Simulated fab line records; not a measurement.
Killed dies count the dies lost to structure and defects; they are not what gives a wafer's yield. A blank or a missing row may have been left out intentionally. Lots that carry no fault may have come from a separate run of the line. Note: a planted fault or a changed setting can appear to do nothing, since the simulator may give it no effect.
Which tool is to blame? :: flow berkeley cmos170 :: 14 lots, 42 wafers sampled, at 2 steps of a route of 331

## WHAT THE GAUGES SHOWED, per wafer
UCB170_PFIELD_TW_MEAS_09. Usual: for PFIELD_TW the level is 594.8 and the standard deviation is 2.6.
lot: L517
measured: day 4 14:40
on: film metro-01
PFIELD_TW: 592.2 593.4 595.4
flag: 

lot: L518
measured: day 5 06:27
on: film metro-01
PFIELD_TW: 598.6 597.5 598.1
flag: 

lot: L520
measured: day 5 17:28
on: film metro-04
PFIELD_TW: 591.1 593.1 593.7
flag: 

lot: L521
measured: day 5 22:41
on: film metro-04
PFIELD_TW: 598.1 595.1 595.9
flag: 

lot: L522
measured: day 6 04:22
on: film metro-02
PFIELD_TW: 594.6 590.1 590.6
flag: 

lot: L524
measured: day 6 13:38
on: film metro-01
PFIELD_TW: 596.8 597.3 595.0
flag: 

lot: L527
measured: day 6 23:22
on: film metro-01
PFIELD_TW: 596.1 593.1 594.2
flag: 

lot: L526
measured: day 6 23:38
on: film metro-02
PFIELD_TW: 590.4 591.2 591.2
flag: 

lot: L531
measured: day 8 05:43
on: film metro-02
PFIELD_TW: 564.9 563.4 561.8
flag: OFF

lot: L534
measured: day 8 19:12
on: film metro-01
PFIELD_TW: 599.9 598.4 596.5
flag: 

lot: L532
measured: day 8 19:26
on: film metro-01
PFIELD_TW: 597.0 596.1 595.3
flag: 

lot: L533
measured: day 8 19:29
on: film metro-02
PFIELD_TW: 560.7 560.9 563.5
flag: OFF

lot: L536
measured: day 9 10:02
on: film metro-04
PFIELD_TW: 595.5 591.9 595.9
flag: 

lot: L535
measured: day 9 10:19
on: film metro-04
PFIELD_TW: 594.0 595.4 590.3
flag: 

## TOOL THAT RAN EACH LOT (tool first, then ch and the chambers of the sampled wafers, then the start)
lot: L517
UCB170_PFIELD_IMPLANT_07: implanter-04 ch 0, day 4 14:25

lot: L518
UCB170_PFIELD_IMPLANT_07: implanter-04 ch 0, day 5 06:12

lot: L520
UCB170_PFIELD_IMPLANT_07: implanter-01 ch 0, day 5 17:14

lot: L521
UCB170_PFIELD_IMPLANT_07: implanter-01 ch 0, day 5 22:28

lot: L522
UCB170_PFIELD_IMPLANT_07: implanter-04 ch 0, day 6 04:08

lot: L524
UCB170_PFIELD_IMPLANT_07: implanter-01 ch 0, day 6 13:25

lot: L527
UCB170_PFIELD_IMPLANT_07: implanter-04 ch 0, day 6 23:08

lot: L526
UCB170_PFIELD_IMPLANT_07: implanter-03 ch 0, day 6 23:23

lot: L531
UCB170_PFIELD_IMPLANT_07: implanter-01 ch 0, day 8 05:28

lot: L534
UCB170_PFIELD_IMPLANT_07: implanter-04 ch 0, day 8 18:58

lot: L532
UCB170_PFIELD_IMPLANT_07: implanter-03 ch 0, day 8 19:11

lot: L533
UCB170_PFIELD_IMPLANT_07: implanter-01 ch 0, day 8 19:16

lot: L536
UCB170_PFIELD_IMPLANT_07: implanter-03 ch 0, day 9 09:47

lot: L535
UCB170_PFIELD_IMPLANT_07: implanter-04 ch 0, day 9 10:05
- UCB170_PFIELD_IMPLANT_07

## WHAT THE TOOLS THEMSELVES READ (means of the sampled wafers that have a number; where no wafer has one, the mark that the record gives instead)
UCB170_PFIELD_IMPLANT_07. Usual: beam energy keV 79.998, standard deviation 0.028.
lot: L517
tool: implanter-04
beam energy keV: 80.009
flag: 

lot: L518
tool: implanter-04
beam energy keV: 79.992
flag: 

lot: L520
tool: implanter-01
beam energy keV: 80.032
flag: 

lot: L521
tool: implanter-01
beam energy keV: 79.967
flag: 

lot: L522
tool: implanter-04
beam energy keV: 79.994
flag: 

lot: L524
tool: implanter-01
beam energy keV: 80.019
flag: 

lot: L527
tool: implanter-04
beam energy keV: 79.986
flag: 

lot: L526
tool: implanter-03
beam energy keV: 80.026
flag: 

lot: L531
tool: implanter-01
beam energy keV: 51.994
flag: OFF

lot: L534
tool: implanter-04
beam energy keV: 79.986
flag: 

lot: L532
tool: implanter-03
beam energy keV: 80.004
flag: 

lot: L533
tool: implanter-01
beam energy keV: 51.962
flag: OFF

lot: L536
tool: implanter-03
beam energy keV: 80.020
flag: 

lot: L535
tool: implanter-04
beam energy keV: 80.020
flag: 

## THE ANSWER, worked out from the rows above alone
Rule: a lot counts as off when the mean over its wafers that have a number is more than 3 standard deviations away from the usual mean. Also off: a lot with no number at a reading for which 4 or more lots have one. The other lots that the step has rows for count as sound. First the gauges in route order, then the tools' own readings, where a lot's mean is used as printed above. The first step at which some lot is off is used, and at that step the reading that is off furthest; a lot without a number counts as furthest.
Off: L531, L533, at UCB170_PFIELD_TW_MEAS_09 (PFIELD_TW).
A tool fits if, at a process step before that reading, it ran every lot that is off, and no sound lot after the first of them. Not tried: the gauges at UCB170_PFIELD_TW_MEAS_09; whatever is off there is also off at UCB170_PFIELD_IMPLANT_07, on other tools, and gauge error can't account for it. One fits: implanter-01 at UCB170_PFIELD_IMPLANT_07. Its last sound lot is L524 (day 6 13:25), its first lot that is off L531 (day 8 05:28): a fault that began between those two fits.
The tool's own readings at UCB170_PFIELD_IMPLANT_07 bear it out: on the lots that are off they differ by more than 5 times the standard deviation of the sound lots' means. beam energy keV reads 51.978 there against 80.005 on the sound lots.

## WHAT THE SIMULATOR HAD PUT IN
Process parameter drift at UCB170_PFIELD_IMPLANT_07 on implanter-01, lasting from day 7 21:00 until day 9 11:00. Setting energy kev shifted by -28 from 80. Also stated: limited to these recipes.
Lots struck among those shown: L531, L533. This agrees with what the rule above found.
